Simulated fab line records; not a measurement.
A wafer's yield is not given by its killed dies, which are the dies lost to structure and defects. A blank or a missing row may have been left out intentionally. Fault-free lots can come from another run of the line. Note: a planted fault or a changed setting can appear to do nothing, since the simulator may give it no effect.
Which of the tools did it?    flow rit_cmos    Sampling: 14 lots, 42 wafers, 2 of 202 route steps

== WHAT THE GAUGES READ, wafer by wafer ==
Not one reading of a measure or inspect step in the record can be checked against a usual standard deviation.

== EACH LOT AND THE TOOL THAT RAN IT (in order: tool; ch and the chambers of the sampled wafers; start) ==
lot   RIT_M1_METAL_ETCH_12              RIT_M1_PROBE_99
L864  rie_metal-03 ch 1, day 3 17:27    prober-01, day 3 21:36
L866  rie_metal-01 ch 0,1, day 3 23:40  prober-01, day 4 02:01
L867  rie_metal-03 ch 0,1, day 4 07:36  prober-02, day 4 13:02
L868  rie_metal-04 ch 0,1, day 4 11:21  prober-01, day 4 15:48
L869  rie_metal-01 ch 0,1, day 4 11:33  prober-02, day 4 15:48
L872  rie_metal-01 ch 0,1, day 5 03:41  prober-01, day 5 07:24
L873  rie_metal-03 ch 0,1, day 5 14:48  prober-02, day 5 21:09
L875  rie_metal-01 ch 0,1, day 5 18:11  prober-01, day 5 20:42
L876  rie_metal-03 ch 0,1, day 6 05:58  prober-01, day 6 09:32
L878  rie_metal-01 ch 0,1, day 6 21:31  prober-01, day 6 23:46
L880  rie_metal-01 ch 0, day 7 00:41    prober-01, day 7 03:01
L882  rie_metal-01 ch 0,1, day 7 09:21  prober-01, day 7 11:40
L886  rie_metal-04 ch 0,1, day 8 00:28  prober-01, day 8 03:59
L887  rie_metal-03 ch 1, day 8 05:28    prober-02, day 8 07:52
- RIT_M1_METAL_ETCH_12: etches Al in Cl2/BCl3, stops on SiO2, time 165 s, target depth 600 nm.
- RIT_M1_PROBE_99

== WHAT THE TOOLS THEMSELVES READ (means of the sampled wafers that have a number; where no wafer has one, the mark that the record gives instead) ==
RIT_M1_METAL_ETCH_12.
lot   tool          bcl3_flow_sccm (sccm)  drypump_motor_current_A (A)  mfc_cl2_sccm (sccm)  oes_product_au (a.u.)  run_length_s (s)  throttle_valve_pct (%)
L864  rie_metal-03  49.87                  5.43                         60.02                0.784                  193.9             8.37
L866  rie_metal-01  49.64                  5.72                         60.09                0.786                  193.5             8.23
L867  rie_metal-03  50.00                  5.48                         59.74                0.789                  193.7             8.26
L868  rie_metal-04  49.95                  5.96                         59.92                0.770                  193.6             8.39
L869  rie_metal-01  50.12                  5.74                         60.06                0.767                  193.7             8.16
L872  rie_metal-01  49.83                  5.72                         59.96                0.771                  193.5             8.22
L873  rie_metal-03  49.91                  5.57                         60.10                0.774                  193.7             8.17
L875  rie_metal-01  49.96                  5.75                         59.87                0.770                  193.7             8.15
L876  rie_metal-03  50.10                  5.58                         60.03                0.787                  193.5             8.18
L878  rie_metal-01  50.01                  5.74                         60.24                0.770                  193.6             8.23
L880  rie_metal-01  50.14                  5.70                         60.02                1.019                  152.5             8.27
L882  rie_metal-01  49.88                  5.77                         60.05                0.981                  152.2             8.13
L886  rie_metal-04  50.15                  5.89                         60.07                0.790                  193.6             8.42
L887  rie_metal-03  50.06                  5.41                         59.95                0.780                  194.0             8.36

RIT_M1_PROBE_99.
lot   tool       defect_limited_yield (%)  killed_at_M0_to_M3  killed_at_contacts  killed_at_front_end  killed_dies  killed_open  killed_short
L864  prober-01  97.7                      0.0                 0.0                 6.0                  6.0          1.7          4.3
L866  prober-01  97.2                      0.0                 0.0                 7.3                  7.3          3.3          4.0
L867  prober-02  97.1                      0.0                 0.0                 7.7                  7.7          3.3          4.3
L868  prober-01  97.7                      0.0                 0.0                 6.0                  6.0          1.7          4.3
L869  prober-02  98.1                      0.0                 0.0                 5.0                  5.0          2.7          2.3
L872  prober-01  97.3                      0.0                 0.3                 6.7                  7.0          3.7          3.3
L873  prober-02  97.1                      0.3                 0.0                 7.3                  7.7          3.3          4.3
L875  prober-01  97.3                      0.0                 0.0                 7.0                  7.0          4.7          2.3
L876  prober-01  96.5                      0.0                 0.0                 9.3                  9.3          5.3          3.7
L878  prober-01  98.3                      0.0                 0.3                 4.0                  4.3          1.7          2.3
L880  prober-01  97.0                      0.0                 0.0                 8.0                  8.0          4.3          3.7
L882  prober-01  98.1                      0.3                 0.0                 4.7                  5.0          3.0          2.0
L886  prober-01  98.0                      0.3                 0.0                 5.0                  5.3          2.3          3.0
L887  prober-02  98.2                      0.3                 0.0                 4.3                  4.7          2.7          2.0

== THE ANSWER, worked out from the rows above alone ==
Rule: the lots themselves supply what counts as usual. The widest of any qualifying gaps counts: lots, ordered by their means at a reading, are off when they make up no more than a third of the lots, leave a main group of 4 or more, and stand apart from it by 3 or more times the standard deviation of that group's means. A main group is skipped when, at the precision printed for the reading in the tables above, its means are all equal. Also off: a lot with no number at a reading for which 4 or more lots have one. Where the step has rows for the other lots, those lots are counted as sound. First the gauges in route order, then the tools' own readings, where a lot's mean is used as printed above. At the first step where some lot is off, the reading lying furthest off is the one used; lots without a number count as furthest.
Off: L880, L882, at RIT_M1_METAL_ETCH_12 (run_length_s). The main group has a mean of 193.7 s with a standard deviation of 0.15.
If a tool, at that step or one of the process steps before it, ran each lot that is off and ran no sound lot following the first of them, it fits. One candidate fits, namely rie_metal-01 at RIT_M1_METAL_ETCH_12. Its last sound lot is L878 (day 6 21:31), its first lot that is off L880 (day 7 00:41): a fault that began between those two fits.
The tool's own readings at RIT_M1_METAL_ETCH_12 bear it out: on the lots that are off they differ by more than 5 times the standard deviation of the sound lots' means. oes_product_au reads 1.000 a.u. there against 0.778 a.u. on the sound lots; run_length_s reads 152.3 s there against 193.7 s on the sound lots.

== WHAT THE SIMULATOR HAD INSERTED ==
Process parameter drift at RIT_M1_METAL_ETCH_12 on rie_metal-01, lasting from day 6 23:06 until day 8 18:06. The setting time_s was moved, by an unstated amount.
Struck lots among those shown: L880, L882. The same result came from the rule above.
